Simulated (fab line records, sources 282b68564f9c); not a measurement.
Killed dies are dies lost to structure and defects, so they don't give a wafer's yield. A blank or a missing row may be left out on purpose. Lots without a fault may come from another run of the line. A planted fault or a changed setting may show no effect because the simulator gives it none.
Which tool did it? | flow rit_cmos | 15 lots, 45 wafers sampled, at 2 steps of a route of 202

WHAT THE GAUGES READ, wafer by wafer
RIT_ACTIVE_CD_MEAS_90: target cd 1400 nm. Usual: cd_nm 1400.0 nm, standard deviation 2.2.
lot  | measured    | on        | cd_nm (nm)           | flag
L143 | day 1 20:01 | cd_sem-02 | 1399.9 1402.4 1401.5 |
L144 | day 2 01:46 | cd_sem-02 | 1400.5 1398.3 1398.1 |
L145 | day 2 06:20 | cd_sem-02 | 1402.8 1403.3 1402.6 |
L149 | day 3 02:08 | cd_sem-01 | 1398.0 1398.4 1398.1 |
L150 | day 3 07:02 | cd_sem-02 | 1394.8 1392.9 1395.6 |
L152 | day 3 18:25 | cd_sem-01 | 1404.2 1403.0 1404.4 |
L153 | day 3 22:34 | cd_sem-02 | 1401.6 1403.7 1401.8 |
L154 | day 4 03:36 | cd_sem-02 | 1399.1 1399.6 1397.6 |
L155 | day 4 10:06 | cd_sem-02 | 1402.7 1402.9 1400.9 |
L157 | day 4 19:36 | cd_sem-01 | 1400.4 1401.7 1399.3 |
L159 | day 5 05:08 | cd_sem-01 | - - -                | OFF
L160 | day 5 09:35 | cd_sem-01 | - - -                | OFF
L161 | day 5 14:08 | cd_sem-01 | - - -                | OFF
L163 | day 6 00:01 | cd_sem-02 | 1396.7 1395.7 1395.5 |
L165 | day 6 10:02 | cd_sem-01 | 1400.7 1400.6 1402.4 |

WHICH TOOL RAN EACH LOT (tool, then ch and the chambers of the sampled wafers, then the start)
lot  | RIT_ACTIVE_ETCH_13
L143 | rie_diel-04 ch 1,2,3, day 1 19:43
L144 | rie_diel-03 ch 0,1, day 2 01:25
L145 | rie_diel-03 ch 1,3, day 2 06:00
L149 | rie_diel-02 ch 0,1, day 3 01:50
L150 | rie_diel-04 ch 1,3, day 3 06:43
L152 | rie_diel-02 ch 1,2, day 3 18:03
L153 | rie_diel-04 ch 0,3, day 3 22:15
L154 | rie_diel-04 ch 0,2,3, day 4 03:17
L155 | rie_diel-04 ch 1,3, day 4 09:46
L157 | rie_diel-04 ch 1,2,3, day 4 19:17
L159 | rie_diel-04 ch 1,2,3, day 5 04:49
L160 | rie_diel-02 ch 0,2, day 5 09:12
L161 | rie_diel-04 ch 1,3, day 5 13:50
L163 | rie_diel-03 ch 1,3, day 5 23:43
L165 | rie_diel-04 ch 0,1,3, day 6 09:43
- RIT_ACTIVE_ETCH_13: etches Si3N4 in SF6, stops on SiO2, time 210 s, target depth 210 nm.

WHAT THE TOOLS THEMSELVES READ (means of the sampled wafers that have a number; where no wafer has one, the mark that the record gives instead)
RIT_ACTIVE_ETCH_13. Usual: SF6_flow_sccm 200.0 sccm, standard deviation 0.65; chamber_pressure_mTorr 259.99 mTorr, standard deviation 0.25; drypump_motor_current_A 5.8 A, standard deviation 0.43; oes_product_au 0.823 a.u., standard deviation 0.015; throttle_valve_pct 7.53 %, standard deviation 0.082.
lot  | tool        | SF6_flow_sccm (sccm) | chamber_pressure_mTorr (mTorr) | drypump_motor_current_A (A) | oes_product_au (a.u.) | throttle_valve_pct (%) | flag
L143 | rie_diel-04 | 200.5                | 260.03                         | 5.9                         | 0.836                 | 7.54                   |
L144 | rie_diel-03 | 200.0                | 259.90                         | 5.6                         | 0.803                 | 7.56                   |
L145 | rie_diel-03 | 199.1                | 259.77                         | 5.6                         | 0.806                 | 7.49                   |
L149 | rie_diel-02 | 200.0                | 260.09                         | 5.9                         | 0.828                 | 7.41                   |
L150 | rie_diel-04 | 200.1                | 259.95                         | 5.6                         | 0.822                 | 7.58                   |
L152 | rie_diel-02 | 199.8                | 260.03                         | 5.9                         | 0.828                 | 7.38                   |
L153 | rie_diel-04 | 200.3                | 259.82                         | 5.8                         | 0.816                 | 7.57                   |
L154 | rie_diel-04 | 198.6                | 259.76                         | 6.0                         | 0.832                 | 7.53                   |
L155 | rie_diel-04 | 200.2                | 260.00                         | 5.7                         | 0.815                 | 7.61                   |
L157 | rie_diel-04 | 200.2                | 260.06                         | 5.8                         | 0.816                 | 7.55                   |
L159 | rie_diel-04 | -                    | -                              | -                           | -                     | -                      | OFF
L160 | rie_diel-02 | -                    | -                              | -                           | -                     | -                      | OFF
L161 | rie_diel-04 | -                    | -                              | -                           | -                     | -                      | OFF
L163 | rie_diel-03 | 200.4                | 260.01                         | 5.8                         | 0.802                 | 7.44                   |
L165 | rie_diel-04 | 200.5                | 259.76                         | 5.8                         | 0.817                 | 7.59                   |

THE ANSWER, worked out from the rows above alone
Rule: a lot is off if the mean of its wafers that have a number lies more than 3 standard deviations from the usual mean. A lot without any number at a reading at which 4 lots or more have one is off too. The other lots that the step has rows for count as sound. The gauges are gone through in route order, then the tools' own readings, and for those a lot's mean is taken as printed above. The first step at which some lot is off is used, and at that step the reading that is off furthest; a lot without a number counts as furthest.
Off: L159, L160, L161, at RIT_ACTIVE_CD_MEAS_90 (cd_nm). Without a number there: L159, L160, L161.
A tool fits if, at a process step before that reading, it ran every lot that is off, and no sound lot after the first of them. The gauges at RIT_ACTIVE_CD_MEAS_90 aren't tried: what is off there is off at RIT_ACTIVE_ETCH_13 too, on other tools, and a gauge's error can't cause that. None of those tried fits.

WHAT THE SIMULATOR HAD PUT IN
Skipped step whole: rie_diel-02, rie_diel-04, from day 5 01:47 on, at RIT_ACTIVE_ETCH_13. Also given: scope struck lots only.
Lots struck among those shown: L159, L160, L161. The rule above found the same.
